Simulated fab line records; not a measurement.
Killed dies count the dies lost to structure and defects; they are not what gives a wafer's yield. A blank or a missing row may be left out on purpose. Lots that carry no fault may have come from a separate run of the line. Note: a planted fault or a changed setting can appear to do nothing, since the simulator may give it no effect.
Problem report, 8D (eight disciplines) form, completed by code / flow rit-cmos / the parts of the form that need people (team, actions taken, sign-off) are left out

== 1. THE PROBLEM ==
Across 2 wafers from 2 lots, SILICIDE_TI_RS at RIT_SILICIDE_RS_MEAS_02 averages 58.1 ohm/sq, while fault-free wafers read 47.5 ohm/sq with a standard deviation of 0.74. That is +14 standard deviations from the usual mean.
The step: measures by four-point-probe.
Earliest sighting: wafer L628.5 on film-metro-02 at day 6 21:13. The record holds 42 wafers of 14 lots with a number at this step. Rule for "out", or "out of limits": more than 4 standard deviations from the usual mean. Any other wafer with a number is counted as sound.

== 2. WHAT IT IS, AND WHAT IT ISN'T ==
question=which readings at this step | is=SILICIDE_TI_RS | is not=-
question=which lots | is=L628, L630 | is not=L610, L611, L612, L613, L615, L617, L618, L619, L621, L625, L629, L633
question=which wafers of those lots | is=L628.5, L630.2 | is not=L628.3, L628.6, L630.3, L630.4
question=read on which gauges | is=film-metro-02 | is not=film-metro-01, film-metro-03
question=when | is=from day 6 21:13 | is not=up to then (32 sound wafers); but 8 sound wafers of L629, L630, L633 came after

== 3. WHAT RULES OUT EACH SUSPECT ==
Counting: if a tool at a process step up to the reading ran every lot that is out, it stays a suspect. Sound lots after the first of them don't rule it out here, since some wafers of a struck lot are sound.
- the gauge at RIT_SILICIDE_RS_MEAS_02: kept. All the wafers that are out were read on film-metro-02, and no step on other tools shows them out.
- plasma-asher-04 at RIT_NSD_STRIP_09 (strips in O2, time 180 s): kept. It processed each lot that is out (first: L628, day 6 18:30); up to then, its last sound lot is L619 (day 4 21:42).
- pvd-sputter-01 at RIT_SILICIDE_SPUTTER_01 (material Ti, target thk 30 nm, time 240 s): kept. It processed each lot that is out (first: L628, day 6 21:01); up to then, its last sound lot is L621 (day 5 08:55).
plasma-asher-04 at RIT_NSD_STRIP_09, pvd-sputter-01 at RIT_SILICIDE_SPUTTER_01 and film-metro-02 at RIT_SILICIDE_RS_MEAS_02 are what is left after counting.

== 4. THE CAUSE (what the simulator had put in) ==
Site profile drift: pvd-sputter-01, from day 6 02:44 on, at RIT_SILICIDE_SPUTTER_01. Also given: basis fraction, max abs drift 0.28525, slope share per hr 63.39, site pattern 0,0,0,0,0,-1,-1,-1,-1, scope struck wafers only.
This tool is one of the 3 suspects left after counting.

== 5. SEQUENCE OF EFFECTS, ordered by route ==
One row per reading whose mean, taken over the struck wafers that have a number, lies over 3 standard deviations from the usual. Readings are gone through only where the record gives a usual standard deviation; hours: the median, over the lots, of the time from a lot's start at the first step in this table giving one to that lot's start at this step; sigmas: the change measured in usual standard deviations.
hours=0; step=RIT_SILICIDE_RS_MEAS_02; reading=SILICIDE_TI_RS; usual=47.5 ohm/sq; on struck wafers=58.1; change=+10.6; sigmas=+14
hours=0; step=RIT_SILICIDE_THK_MEAS_03; reading=SILICIDE_TI_THK; usual=30.3 nm; on struck wafers=26.5; change=-3.8; sigmas=-9.3
Later measuring or inspecting steps at which every struck wafer that the step has a row for has a number for every such reading, and none has moved that far: RIT_M1_OVL_MEAS_10.

== 6. WHAT WOULD HAVE CAUGHT IT SOONER ==
18 hours passed between the start of the fault at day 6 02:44 and the first reading out of limits at a measuring or inspecting step in this record, taken at day 6 21:13.
An alarm limit of 4 standard deviations would not have fired on the tool readings at RIT_SILICIDE_SPUTTER_01 for which the record gives a usual standard deviation, since none of them was out on any struck wafer.
Lots out: 2; of these, L630 started RIT_SILICIDE_SPUTTER_01 on pvd-sputter-01 after day 6 21:13. A hold on the tool at that time would have spared it.
